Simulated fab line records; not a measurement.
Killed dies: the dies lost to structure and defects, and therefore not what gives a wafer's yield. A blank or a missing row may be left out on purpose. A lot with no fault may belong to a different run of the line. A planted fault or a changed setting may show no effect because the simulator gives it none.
Which tool did it? + flow rit-cmos + Sampling: 7 lots, 21 wafers, 3 of 202 route steps

## WHAT EACH GAUGE READ, for each wafer
RIT_GATE_CD_MEAS_16 targets a cd of 150 nm.
| lot  | measured    | on        | cd-nm (nm)        |
|------|-------------|-----------|-------------------|
| L458 | day 2 21:44 | cd-sem-02 | 156.6 155.7 155.4 |
| L460 | day 3 12:02 | cd-sem-02 | 149.5 151.5 151.1 |
| L462 | day 3 21:01 | cd-sem-02 | 146.8 146.5 147.3 |
| L465 | day 4 10:34 | cd-sem-02 | 151.6 150.9 149.9 |
| L471 | day 5 11:34 | cd-sem-02 | 149.4 146.3 149.1 |
| L473 | day 6 00:15 | cd-sem-02 | 148.3 150.3 148.2 |
| L477 | day 6 21:13 | cd-sem-02 | 262.2 259.9 262.5 |

## WHAT TOOL EACH LOT RAN ON (gives the tool, then ch and the chambers of the sampled wafers, and finally the start)
| lot  | RIT_ACTIVE_STRIP_14                 | RIT_GATE_EXPOSE_13                 |
|------|-------------------------------------|------------------------------------|
| L458 | plasma-asher-01 ch 0,1, day 1 19:58 | iline-stepper-02 ch 0, day 2 21:14 |
| L460 | plasma-asher-03 ch 0,1, day 2 06:22 | iline-stepper-02 ch 0, day 3 11:35 |
| L462 | plasma-asher-04 ch 0,1, day 2 16:09 | iline-stepper-02 ch 0, day 3 20:37 |
| L465 | plasma-asher-03 ch 0,1, day 3 07:31 | iline-stepper-01 ch 0, day 4 10:10 |
| L471 | plasma-asher-01 ch 0,1, day 4 13:18 | iline-stepper-02 ch 0, day 5 11:10 |
| L473 | plasma-asher-03 ch 0,1, day 4 23:49 | iline-stepper-01 ch 0, day 5 23:51 |
| L477 | plasma-asher-04 ch 0, day 5 19:55   | iline-stepper-01 ch 0, day 6 20:49 |
- RIT_ACTIVE_STRIP_14: strips in O2, time 180 s.
- RIT_GATE_EXPOSE_13: exposes mask M6, target cd 150 nm.

## THE ANSWER, worked out from the rows above alone
Rule: what is usual is taken from the lots themselves. The widest of any qualifying gaps counts: lots, ordered by their means at a reading, are off when they make up no more than a third of the lots, leave a main group of 4 or more, and stand apart from it by 3 or more times the standard deviation of that group's means. Not used: any main group whose means are identical at the precision the tables above print for the reading. Also off: a lot with no number at a reading for which 4 or more lots have one. Any other lot the step has rows for is counted as sound.
Off, at RIT_GATE_CD_MEAS_16 on cd-nm: L477. The main group: mean 150.2 nm, standard deviation 2.9.
If a tool, at a process step before that reading, ran all the lots that are off and no sound lot after the first of them, it fits. Those tools and the gauges at RIT_GATE_CD_MEAS_16 are tried in the same way. Can't be told from this: 3 tools fit, plasma-asher-04 at RIT_ACTIVE_STRIP_14, iline-stepper-01 at RIT_GATE_EXPOSE_13, cd-sem-02 at RIT_GATE_CD_MEAS_16.

## WHAT THE SIMULATOR PUT IN
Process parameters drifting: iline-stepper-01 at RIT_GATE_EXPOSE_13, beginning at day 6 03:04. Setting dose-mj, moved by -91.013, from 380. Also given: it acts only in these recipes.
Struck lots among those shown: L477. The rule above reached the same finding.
